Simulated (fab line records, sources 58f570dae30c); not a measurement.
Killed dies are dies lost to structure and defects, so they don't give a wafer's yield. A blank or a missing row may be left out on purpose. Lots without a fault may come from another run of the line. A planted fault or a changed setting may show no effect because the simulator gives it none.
Which tool did it? | flow berkeley_cmos170 | 14 lots, 42 wafers sampled, at 5 steps of a route of 331

WHAT THE GAUGES READ, wafer by wafer
UCB170_GATE_OVL_MEAS_13.
lot  | measured     | on         | GATE_OVL (nm)
L376 | day 6 17:46  | overlay-02 | -1 1 0
L378 | day 7 00:18  | overlay-01 | 0 0 -9
L379 | day 7 00:32  | overlay-02 | 0 -5 -7
L377 | day 7 00:47  | overlay-01 | 1 7 5
L382 | day 7 21:56  | overlay-01 | -6 -5 -3
L380 | day 7 22:14  | overlay-01 | -1 -4 -2
L386 | day 8 09:01  | overlay-01 | -3 -2 -1
L384 | day 8 09:16  | overlay-02 | -3 -6 -3
L383 | day 8 09:31  | overlay-01 | 6 8 1
L385 | day 8 09:33  | overlay-02 | -2 4 -8
L389 | day 9 09:52  | overlay-01 | 1 2 4
L391 | day 9 10:10  | overlay-01 | 5 1 2
L396 | day 10 22:29 | overlay-01 | 5 6 4
L397 | day 10 22:36 | overlay-01 | 6 1 4

UCB170_SPACER_THK_MEAS_01.
lot  | measured     | on            | SPACER_TEOS_THK (nm)
L376 | day 6 22:50  | film_metro-03 | 363 368 377
L378 | day 7 07:12  | film_metro-01 | 376 381 383
L379 | day 7 08:11  | film_metro-03 | 373 381 380
L377 | day 7 07:56  | film_metro-02 | 365 376 372
L382 | day 8 02:43  | film_metro-03 | 370 367 375
L380 | day 8 03:08  | film_metro-02 | 370 380 379
L386 | day 8 14:08  | film_metro-01 | 374 373 378
L384 | day 8 14:38  | film_metro-02 | 372 375 384
L383 | day 8 15:10  | film_metro-02 | 371 372 375
L385 | day 8 15:10  | film_metro-01 | 372 375 377
L389 | day 9 17:08  | film_metro-02 | 367 374 380
L391 | day 9 17:25  | film_metro-01 | 371 379 374
L396 | day 11 04:32 | film_metro-01 | 419 419 411
L397 | day 11 05:43 | film_metro-03 | 410 418 424

UCB170_V1_BOW_MEAS_03.
lot  | measured     | on            | V1_BOW (um)
L376 | day 7 19:48  | film_metro-01 | 15 23 20
L378 | day 8 06:39  | film_metro-01 | 19 31 24
L379 | day 8 05:17  | film_metro-02 | 7 17 22
L377 | day 8 06:43  | film_metro-02 | 16 31 25
L382 | day 9 01:36  | film_metro-03 | 12 12 3
L380 | day 9 01:35  | film_metro-02 | 17 10 17
L386 | day 9 09:02  | film_metro-01 | 21 9 17
L384 | day 9 10:22  | film_metro-01 | 20 22 10
L383 | day 9 11:44  | film_metro-02 | 26 14 10
L385 | day 9 11:43  | film_metro-01 | 17 17 28
L389 | day 10 20:19 | film_metro-01 | 14 15 17
L391 | day 10 14:21 | film_metro-01 | 9 16 10
L396 | day 12 02:21 | film_metro-03 | 14 40 31
L397 | day 12 03:40 | film_metro-01 | 26 12 9

WHICH TOOL RAN EACH LOT (tool, then ch and the chambers of the sampled wafers, then the start)
lot  | UCB170_SPACER_CVD_00            | UCB170_SPACER_ETCHBACK_03
L376 | pecvd-03 ch 0,1, day 6 22:47    | rie_diel-02 ch 0,1, day 7 03:11
L378 | pecvd-02 ch 1,2, day 7 07:08    | rie_diel-02 ch 1,3, day 7 11:17
L379 | pecvd-02 ch 0,1,2, day 7 08:09  | rie_diel-01 ch 1,2, day 7 11:17
L377 | pecvd-03 ch 1,2, day 7 07:53    | rie_diel-03 ch 2,3, day 7 11:17
L382 | pecvd-03 ch 0,1, day 8 02:39    | rie_diel-01 ch 0,2,3, day 8 08:21
L380 | pecvd-04 ch 0,1,2, day 8 03:06  | rie_diel-02 ch 1,3, day 8 08:21
L386 | pecvd-03 ch 0,1,2, day 8 14:05  | rie_diel-01 ch 0,2, day 8 18:41
L384 | pecvd-02 ch 0,1,2, day 8 14:35  | rie_diel-02 ch 0,2,3, day 8 18:41
L383 | pecvd-04 ch 1, day 8 15:07      | rie_diel-01 ch 0,3, day 8 18:45
L385 | pecvd-03 ch 0,2, day 8 15:07    | rie_diel-03 ch 2,3, day 8 18:41
L389 | pecvd-04 ch 0,1,2, day 9 17:05  | rie_diel-03 ch 0,1,3, day 9 21:53
L391 | pecvd-03 ch 0,1,2, day 9 17:22  | rie_diel-02 ch 1,2, day 9 21:53
L396 | pecvd-02 ch 0,1,2, day 11 04:28 | rie_diel-01 ch 0,2, day 11 12:38
L397 | pecvd-02 ch 0,2, day 11 05:40   | rie_diel-02 ch 1,2,3, day 11 12:38
- UCB170_SPACER_CVD_00: deposits SiO2 from TEOS/O2, target thk 376 nm, time 47 s.
- UCB170_SPACER_ETCHBACK_03: etches SiO2 in CHF3/CF4/Ar, stops on Si, target depth 376 nm, time 100 s.

WHAT THE TOOLS THEMSELVES READ (means of the sampled wafers that have a number; where no wafer has one, the mark that the record gives instead)
UCB170_SPACER_CVD_00.
lot  | tool     | heater_power_w (W)
L376 | pecvd-03 | 251
L378 | pecvd-02 | 338
L379 | pecvd-02 | 294
L377 | pecvd-03 | 270
L382 | pecvd-03 | 237
L380 | pecvd-04 | 241
L386 | pecvd-03 | 244
L384 | pecvd-02 | 296
L383 | pecvd-04 | 336
L385 | pecvd-03 | 218
L389 | pecvd-04 | 266
L391 | pecvd-03 | 245
L396 | pecvd-02 | 291
L397 | pecvd-02 | 254

UCB170_SPACER_ETCHBACK_03.
lot  | tool        | chamber_pressure_mTorr (mTorr) | drypump_motor_current_A (A) | oes_product_au (a.u.) | throttle_valve_pct (%)
L376 | rie_diel-02 | 199.86                         | 5.8                         | 0.896                 | 6.39
L378 | rie_diel-02 | 199.92                         | 5.6                         | 0.905                 | 6.41
L379 | rie_diel-01 | 199.91                         | 5.8                         | 0.885                 | 6.34
L377 | rie_diel-03 | 199.89                         | 5.9                         | 0.901                 | 6.36
L382 | rie_diel-01 | 199.96                         | 6.2                         | 0.874                 | 6.46
L380 | rie_diel-02 | 200.05                         | 5.5                         | 0.895                 | 6.42
L386 | rie_diel-01 | 200.00                         | 6.4                         | 0.880                 | 6.47
L384 | rie_diel-02 | 200.00                         | 5.8                         | 0.905                 | 6.41
L383 | rie_diel-01 | 199.97                         | 6.1                         | 0.878                 | 6.51
L385 | rie_diel-03 | 199.86                         | 5.8                         | 0.902                 | 6.42
L389 | rie_diel-03 | 199.84                         | 5.7                         | 0.889                 | 6.40
L391 | rie_diel-02 | 200.04                         | 5.5                         | 0.903                 | 6.56
L396 | rie_diel-01 | 200.03                         | 6.2                         | 0.944                 | 6.42
L397 | rie_diel-02 | 200.04                         | 5.5                         | 0.969                 | 6.48

THE ANSWER, worked out from the rows above alone
Rule: what is usual is taken from the lots themselves. Put in order of their means at a reading, lots are off if they are a third of the lots or fewer, leave a main group of 4 or more, and stand apart from it by a gap of 3 or more times the standard deviation of the main group's means; of several such gaps the widest counts. A main group whose means are all the same, to the digits that the tables above print for the reading, isn't used. A lot without any number at a reading at which 4 lots or more have one is off too. The other lots that the step has rows for count as sound. The gauges are gone through in route order, then the tools' own readings, and for those a lot's mean is taken as printed above. The first step at which some lot is off is used, and at that step the reading that is off furthest; a lot without a number counts as furthest.
Off: L396, L397, at UCB170_SPACER_THK_MEAS_01 (SPACER_TEOS_THK). The main group: mean 374 nm, standard deviation 3.
A tool fits if, at a process step before that reading, it ran every lot that is off, and no sound lot after the first of them. The gauges at UCB170_SPACER_THK_MEAS_01 aren't tried: what is off there is off at UCB170_SPACER_ETCHBACK_03 too, on other tools, and a gauge's error can't cause that. One fits: pecvd-02 at UCB170_SPACER_CVD_00. Its last sound lot is L384 (day 8 14:35), its first lot that is off L396 (day 11 04:28): a fault that began between those two fits.

WHAT THE SIMULATOR HAD PUT IN
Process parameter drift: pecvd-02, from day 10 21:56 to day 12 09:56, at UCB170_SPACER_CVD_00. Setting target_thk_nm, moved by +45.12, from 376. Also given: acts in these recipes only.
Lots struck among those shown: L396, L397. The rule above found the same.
